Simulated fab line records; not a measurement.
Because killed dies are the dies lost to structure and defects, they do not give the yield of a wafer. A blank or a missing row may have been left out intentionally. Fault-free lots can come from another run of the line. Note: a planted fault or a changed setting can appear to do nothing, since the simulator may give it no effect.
Which tool is to blame?    flow berkeley cmos170    7 lots, 21 wafers sampled, at 2 steps of a route of 331

WHAT THE GAUGES READ, wafer by wafer
UCB170_PLDD_TW_MEAS_11.
lot   measured      on             PLDD_TW
L304  day 6 08:54   film metro-04  1027 1020 1023
L308  day 6 22:46   film metro-02  1006 1010 1013
L310  day 7 06:34   film metro-04  1022 1021 1021
L317  day 9 05:15   film metro-04  945 945 944 942 954 950
L319  day 9 18:38   film metro-01  937 940 938 940 936 938
L322  day 10 00:16  film metro-01  1020 1020 1016
L326  day 10 21:01  film metro-02  1011 1005 1011

WHAT TOOL EACH LOT RAN ON (gives the tool, then ch and the chambers of the sampled wafers, and finally the start)
lot   UCB170_PLDD_IMPLANT_09
L304  implanter-02 ch 0, day 6 08:40
L308  implanter-04 ch 0, day 6 22:31
L310  implanter-04 ch 0, day 7 06:19
L317  implanter-02 ch 0, day 9 05:00
L319  implanter-02 ch 0, day 9 18:23
L322  implanter-04 ch 0, day 10 00:01
L326  implanter-04 ch 0, day 10 20:47
- UCB170_PLDD_IMPLANT_09

THE ANSWER, worked out from the rows above alone
Rule: the usual values come from the lots themselves. Put in order of their means at a reading, lots are off if they are a third of the lots or fewer, leave a main group of 4 or more, and stand apart from it by a gap of 3 or more times the standard deviation of the main group's means; of several such gaps the widest counts. The tables above print the reading to a certain number of digits; a main group whose means all agree to those digits is not used. A lot without any number at a reading at which 4 lots or more have one is off too. Where the step has rows for the other lots, those lots are counted as sound.
Off: L317, L319, seen at UCB170_PLDD_TW_MEAS_11 (PLDD_TW). The main group has a mean of 1016 with a standard deviation of 6.
If a tool, at a process step before that reading, ran all the lots that are off and no sound lot after the first of them, it fits. Gauges at UCB170_PLDD_TW_MEAS_11: tried the same way as those tools. One fits: implanter-02 at UCB170_PLDD_IMPLANT_09. A fault onset in the window from L304 (day 6 08:40, its last sound lot) to L317 (day 9 05:00, its first lot off) fits.

WHAT THE SIMULATOR HAD INSERTED
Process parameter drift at UCB170_PLDD_IMPLANT_09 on implanter-02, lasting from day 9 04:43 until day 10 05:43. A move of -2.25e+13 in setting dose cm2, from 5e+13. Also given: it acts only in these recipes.
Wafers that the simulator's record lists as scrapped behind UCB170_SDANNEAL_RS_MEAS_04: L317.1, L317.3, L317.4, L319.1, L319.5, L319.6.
Lots struck among those shown: L317, L319. This agrees with what the rule above found.
